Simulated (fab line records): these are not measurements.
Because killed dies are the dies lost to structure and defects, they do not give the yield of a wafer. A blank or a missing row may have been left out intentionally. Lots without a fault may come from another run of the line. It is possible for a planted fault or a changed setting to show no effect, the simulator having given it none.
Split-lot trial :: flow berkeley-cmos170 :: 23 wafers read from 5 lots, route of 331 steps

THE SPLIT
At UCB170_M3_COAT_10 (resist thk 900 nm), the setting spin-rpm was moved away from the recipe's 1500 rpm on 10 of the 23 wafers read, by -5.2% to +4.8%. This setting was run at the recipe's value on the other wafers.

Reading taken at the split's own step.

THE READING
KrF_of_M3_COAT_10.thk-nm (the simulator's own value, which no gauge read), in nm, at UCB170_M3_COAT_10 (resist thk 900 nm). The file gives no usual value for it. Across the 13 wafers here that went through the recipe, the average is 899.3 nm and the standard deviation 2.4 nm.

wafer: L074.1
tool, chamber at the split: litho-track-01, 0
spin-rpm as run, rpm: 1572
against the recipe: +4.8%
KrF_of_M3_COAT_10.thk-nm, nm: 881.2
against lot-mates on the recipe: -20.5

wafer: L074.2
tool, chamber at the split: litho-track-01, 0
spin-rpm as run, rpm: 1500
against the recipe: recipe
KrF_of_M3_COAT_10.thk-nm, nm: 899.6
against lot-mates on the recipe: -

wafer: L074.3
tool, chamber at the split: litho-track-01, 0
spin-rpm as run, rpm: 1500
against the recipe: recipe
KrF_of_M3_COAT_10.thk-nm, nm: 904.9
against lot-mates on the recipe: -

wafer: L074.4
tool, chamber at the split: litho-track-01, 0
spin-rpm as run, rpm: 1572
against the recipe: +4.8%
KrF_of_M3_COAT_10.thk-nm, nm: 880.6
against lot-mates on the recipe: -21.1

wafer: L074.6
tool, chamber at the split: litho-track-01, 0
spin-rpm as run, rpm: 1500
against the recipe: recipe
KrF_of_M3_COAT_10.thk-nm, nm: 900.7
against lot-mates on the recipe: -

wafer: L076.1
tool, chamber at the split: litho-track-04, 0
spin-rpm as run, rpm: 1455
against the recipe: -3.0%
KrF_of_M3_COAT_10.thk-nm, nm: 912.2
against lot-mates on the recipe: +16.2

wafer: L076.2
tool, chamber at the split: litho-track-04, 0
spin-rpm as run, rpm: 1500
against the recipe: recipe
KrF_of_M3_COAT_10.thk-nm, nm: 897.2
against lot-mates on the recipe: -

wafer: L076.4
tool, chamber at the split: litho-track-04, 0
spin-rpm as run, rpm: 1455
against the recipe: -3.0%
KrF_of_M3_COAT_10.thk-nm, nm: 912.6
against lot-mates on the recipe: +16.6

wafer: L076.5
tool, chamber at the split: litho-track-04, 0
spin-rpm as run, rpm: 1455
against the recipe: -3.0%
KrF_of_M3_COAT_10.thk-nm, nm: 914.3
against lot-mates on the recipe: +18.2

wafer: L076.6
tool, chamber at the split: litho-track-04, 0
spin-rpm as run, rpm: 1500
against the recipe: recipe
KrF_of_M3_COAT_10.thk-nm, nm: 894.9
against lot-mates on the recipe: -

wafer: L080.1
tool, chamber at the split: litho-track-04, 0
spin-rpm as run, rpm: 1422
against the recipe: -5.2%
KrF_of_M3_COAT_10.thk-nm, nm: 921.8
against lot-mates on the recipe: +22.1

wafer: L080.3
tool, chamber at the split: litho-track-04, 0
spin-rpm as run, rpm: 1500
against the recipe: recipe
KrF_of_M3_COAT_10.thk-nm, nm: 898.8
against lot-mates on the recipe: -

wafer: L080.4
tool, chamber at the split: litho-track-04, 0
spin-rpm as run, rpm: 1500
against the recipe: recipe
KrF_of_M3_COAT_10.thk-nm, nm: 899.8
against lot-mates on the recipe: -

wafer: L080.5
tool, chamber at the split: litho-track-04, 0
spin-rpm as run, rpm: 1500
against the recipe: recipe
KrF_of_M3_COAT_10.thk-nm, nm: 900.6
against lot-mates on the recipe: -

wafer: L080.6
tool, chamber at the split: litho-track-04, 0
spin-rpm as run, rpm: 1422
against the recipe: -5.2%
KrF_of_M3_COAT_10.thk-nm, nm: 923.3
against lot-mates on the recipe: +23.6

wafer: L075.2
tool, chamber at the split: litho-track-01, 0
spin-rpm as run, rpm: 1500
against the recipe: recipe
KrF_of_M3_COAT_10.thk-nm, nm: 901.7
against lot-mates on the recipe: -

wafer: L075.4
tool, chamber at the split: litho-track-01, 0
spin-rpm as run, rpm: 1500
against the recipe: recipe
KrF_of_M3_COAT_10.thk-nm, nm: 897.3
against lot-mates on the recipe: -

wafer: L075.5
tool, chamber at the split: litho-track-01, 0
spin-rpm as run, rpm: 1500
against the recipe: recipe
KrF_of_M3_COAT_10.thk-nm, nm: 900
against lot-mates on the recipe: -

wafer: L085.1
tool, chamber at the split: litho-track-04, 0
spin-rpm as run, rpm: 1462
against the recipe: -2.5%
KrF_of_M3_COAT_10.thk-nm, nm: 910.6
against lot-mates on the recipe: +12.6

wafer: L085.2
tool, chamber at the split: litho-track-04, 0
spin-rpm as run, rpm: 1500
against the recipe: recipe
KrF_of_M3_COAT_10.thk-nm, nm: 898.5
against lot-mates on the recipe: -

wafer: L085.4
tool, chamber at the split: litho-track-04, 0
spin-rpm as run, rpm: 1500
against the recipe: recipe
KrF_of_M3_COAT_10.thk-nm, nm: 897.5
against lot-mates on the recipe: -

wafer: L085.5
tool, chamber at the split: litho-track-04, 0
spin-rpm as run, rpm: 1462
against the recipe: -2.5%
KrF_of_M3_COAT_10.thk-nm, nm: 909.1
against lot-mates on the recipe: +11.1

wafer: L085.6
tool, chamber at the split: litho-track-04, 0
spin-rpm as run, rpm: 1462
against the recipe: -2.5%
KrF_of_M3_COAT_10.thk-nm, nm: 909.9
against lot-mates on the recipe: +11.9

FIT RESULTS
A straight line over all 23 wafers: KrF_of_M3_COAT_10.thk-nm changes by -4.2 nm for each +1% of spin-rpm; r = -0.98; the points scatter about the line by 2 nm.
The same after taking each lot's own level away (the mean of its wafers on the recipe; 23 wafers): -4.59 nm for each +1%; r = -0.99; scatter 1.8 nm.
According to that fit, moving spin-rpm by its largest amount changes the reading by 24 nm.
The span of the lots' own levels, 896.05 to 901.73 nm, comes to 2.4 times the standard deviation stated above.
Hence the lot-to-lot level has little effect on the slope; both slopes agree.
Check: with one of the wafers moved furthest among these (-5.2%) left out of the fit, the line predicts +24.9 nm for it against its lot-mates. Against them it came out at +22.1 nm.

THE OTHER SPLITS THESE WAFERS WENT THROUGH
Before the reading, these wafers also passed through other splits. Each is held against what the fit with the lots' levels taken away leaves over:
other split on the same wafers: UCB170_SILICIDE_SPUTTER_01 time-s
wafers away from the commonest value: 5
r with KrF_of_M3_COAT_10.thk-nm (lot level and that fit taken away): +0.25

other split on the same wafers: UCB170_CONTACT_EXPOSE_12 dose-mj
wafers away from the commonest value: 11
r with KrF_of_M3_COAT_10.thk-nm (lot level and that fit taken away): +0.00

other split on the same wafers: UCB170_M1_SPUTTER_00 time-s
wafers away from the commonest value: 9
r with KrF_of_M3_COAT_10.thk-nm (lot level and that fit taken away): -0.10

FILE'S OWN FIT
KrF_of_M3_COAT_10.thk-nm changes by -4.58 nm for each +1% of spin-rpm, r = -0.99.
